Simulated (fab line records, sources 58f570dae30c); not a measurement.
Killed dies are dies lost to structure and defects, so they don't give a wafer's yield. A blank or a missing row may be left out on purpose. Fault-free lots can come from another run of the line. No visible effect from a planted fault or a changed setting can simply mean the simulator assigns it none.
The tool behind it: which one? :: flow berkeleyCmos170 :: 14 lots, 42 wafers sampled, at 2 steps of a route of 331

WHAT THE GAUGES READ, wafer by wafer
UCB170_ACTIVE_THK_MEAS_06. Usual: ACTIVE_NITRIDE_THK gives 220.0 nm (standard deviation 2.3).
lot: L362
measured: day 5 06:29
on: filmMetro-01
ACTIVE_NITRIDE_THK (nm): 220.5 220.1 219.9
flag: 

lot: L363
measured: day 5 06:29
on: filmMetro-04
ACTIVE_NITRIDE_THK (nm): 223.7 223.6 224.1
flag: 

lot: L364
measured: day 5 06:29
on: filmMetro-03
ACTIVE_NITRIDE_THK (nm): 222.4 222.5 223.6
flag: 

lot: L365
measured: day 5 13:57
on: filmMetro-01
ACTIVE_NITRIDE_THK (nm): 218.0 220.2 215.6
flag: 

lot: L366
measured: day 6 07:37
on: filmMetro-01
ACTIVE_NITRIDE_THK (nm): 217.3 217.5 219.4
flag: 

lot: L367
measured: day 6 07:38
on: filmMetro-04
ACTIVE_NITRIDE_THK (nm): 220.0 219.8 222.0
flag: 

lot: L368
measured: day 6 13:07
on: filmMetro-04
ACTIVE_NITRIDE_THK (nm): 221.4 219.0 220.4
flag: 

lot: L369
measured: day 6 13:11
on: filmMetro-04
ACTIVE_NITRIDE_THK (nm): 222.8 221.5 223.2
flag: 

lot: L370
measured: day 6 13:06
on: filmMetro-01
ACTIVE_NITRIDE_THK (nm): 221.8 221.0 220.9
flag: 

lot: L371
measured: day 6 23:12
on: filmMetro-01
ACTIVE_NITRIDE_THK (nm): 274.2 271.8 271.9
flag: OFF

lot: L372
measured: day 6 23:13
on: filmMetro-04
ACTIVE_NITRIDE_THK (nm): 275.7 276.5 275.3
flag: OFF

lot: L373
measured: day 7 10:59
on: filmMetro-03
ACTIVE_NITRIDE_THK (nm): 276.0 275.3 275.0
flag: OFF

lot: L374
measured: day 7 10:55
on: filmMetro-01
ACTIVE_NITRIDE_THK (nm): 274.5 275.2 274.0
flag: OFF

lot: L377
measured: day 8 07:41
on: filmMetro-01
ACTIVE_NITRIDE_THK (nm): 220.0 220.8 218.7
flag: 

WHICH TOOL RAN EACH LOT (tool, then ch and the chambers of the sampled wafers, then the start)
lot: L362
UCB170_ACTIVE_CVD_05: lpcvd-01 ch 0, day 5 04:34

lot: L363
UCB170_ACTIVE_CVD_05: lpcvd-01 ch 1, day 5 04:34

lot: L364
UCB170_ACTIVE_CVD_05: lpcvd-01 ch 1, day 5 04:34

lot: L365
UCB170_ACTIVE_CVD_05: lpcvd-02 ch 1, day 5 12:01

lot: L366
UCB170_ACTIVE_CVD_05: lpcvd-02 ch 0, day 6 05:42

lot: L367
UCB170_ACTIVE_CVD_05: lpcvd-02 ch 0, day 6 05:42

lot: L368
UCB170_ACTIVE_CVD_05: lpcvd-02 ch 1, day 6 11:11

lot: L369
UCB170_ACTIVE_CVD_05: lpcvd-02 ch 0, day 6 11:11

lot: L370
UCB170_ACTIVE_CVD_05: lpcvd-02 ch 0, day 6 11:11

lot: L371
UCB170_ACTIVE_CVD_05: lpcvd-02 ch 1, day 6 21:17

lot: L372
UCB170_ACTIVE_CVD_05: lpcvd-02 ch 1, day 6 21:17

lot: L373
UCB170_ACTIVE_CVD_05: lpcvd-02 ch 1, day 7 09:00

lot: L374
UCB170_ACTIVE_CVD_05: lpcvd-02 ch 1, day 7 09:00

lot: L377
UCB170_ACTIVE_CVD_05: lpcvd-01 ch 0, day 8 05:45
- UCB170_ACTIVE_CVD_05: deposits Si3N4 from SiH2Cl2/NH3, target thk 220 nm, time 3300 s.

WHAT THE TOOLS THEMSELVES READ (means of the sampled wafers that have a number; where no wafer has one, the mark that the record gives instead)
UCB170_ACTIVE_CVD_05. Usual: sih2cl2FlowSccm 24.99 sccm, standard deviation 0.069; zonePowerSourcePct 20.5 %, standard deviation 1.4.
lot: L362
tool: lpcvd-01
sih2cl2FlowSccm (sccm): 24.96
zonePowerSourcePct (%): 22.3
flag: 

lot: L363
tool: lpcvd-01
sih2cl2FlowSccm (sccm): 24.98
zonePowerSourcePct (%): 20.5
flag: 

lot: L364
tool: lpcvd-01
sih2cl2FlowSccm (sccm): 25.04
zonePowerSourcePct (%): 20.4
flag: 

lot: L365
tool: lpcvd-02
sih2cl2FlowSccm (sccm): 25.04
zonePowerSourcePct (%): 19.3
flag: 

lot: L366
tool: lpcvd-02
sih2cl2FlowSccm (sccm): 24.92
zonePowerSourcePct (%): 22.0
flag: 

lot: L367
tool: lpcvd-02
sih2cl2FlowSccm (sccm): 24.98
zonePowerSourcePct (%): 21.8
flag: 

lot: L368
tool: lpcvd-02
sih2cl2FlowSccm (sccm): 24.97
zonePowerSourcePct (%): 19.2
flag: 

lot: L369
tool: lpcvd-02
sih2cl2FlowSccm (sccm): 25.01
zonePowerSourcePct (%): 21.6
flag: 

lot: L370
tool: lpcvd-02
sih2cl2FlowSccm (sccm): 24.94
zonePowerSourcePct (%): 21.9
flag: 

lot: L371
tool: lpcvd-02
sih2cl2FlowSccm (sccm): 24.99
zonePowerSourcePct (%): 19.2
flag: 

lot: L372
tool: lpcvd-02
sih2cl2FlowSccm (sccm): 24.96
zonePowerSourcePct (%): 19.0
flag: 

lot: L373
tool: lpcvd-02
sih2cl2FlowSccm (sccm): 25.04
zonePowerSourcePct (%): 19.3
flag: 

lot: L374
tool: lpcvd-02
sih2cl2FlowSccm (sccm): 25.02
zonePowerSourcePct (%): 19.2
flag: 

lot: L377
tool: lpcvd-01
sih2cl2FlowSccm (sccm): 25.05
zonePowerSourcePct (%): 22.4
flag: 

THE ANSWER, worked out from the rows above alone
Rule: a lot counts as off when the mean over its wafers that have a number is more than 3 standard deviations away from the usual mean. Also off: a lot with no number at a reading for which 4 or more lots have one. Where the step has rows for the other lots, those lots are counted as sound. The gauges are gone through in route order, then the tools' own readings, and for those a lot's mean is taken as printed above. At the first step where some lot is off, the reading lying furthest off is the one used; lots without a number count as furthest.
Off: L371, L372, L373, L374, seen at UCB170_ACTIVE_THK_MEAS_06 (ACTIVE_NITRIDE_THK).
If a tool, at a process step before that reading, ran all the lots that are off and no sound lot after the first of them, it fits. Gauges at UCB170_ACTIVE_THK_MEAS_06: tried the same way as those tools. One fits: UCB170_ACTIVE_CVD_05 on lpcvd-02. Its last sound lot is L368 (day 6 11:11), its first lot that is off L371 (day 6 21:17): a fault that began between those two fits.

WHAT HAD BEEN PUT IN BY THE SIMULATOR
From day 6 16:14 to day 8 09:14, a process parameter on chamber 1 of lpcvd-02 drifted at UCB170_ACTIVE_CVD_05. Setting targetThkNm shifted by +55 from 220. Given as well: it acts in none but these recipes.
Shown lots that were struck: L371, L372, L374, L373. The rule above reached the same finding.
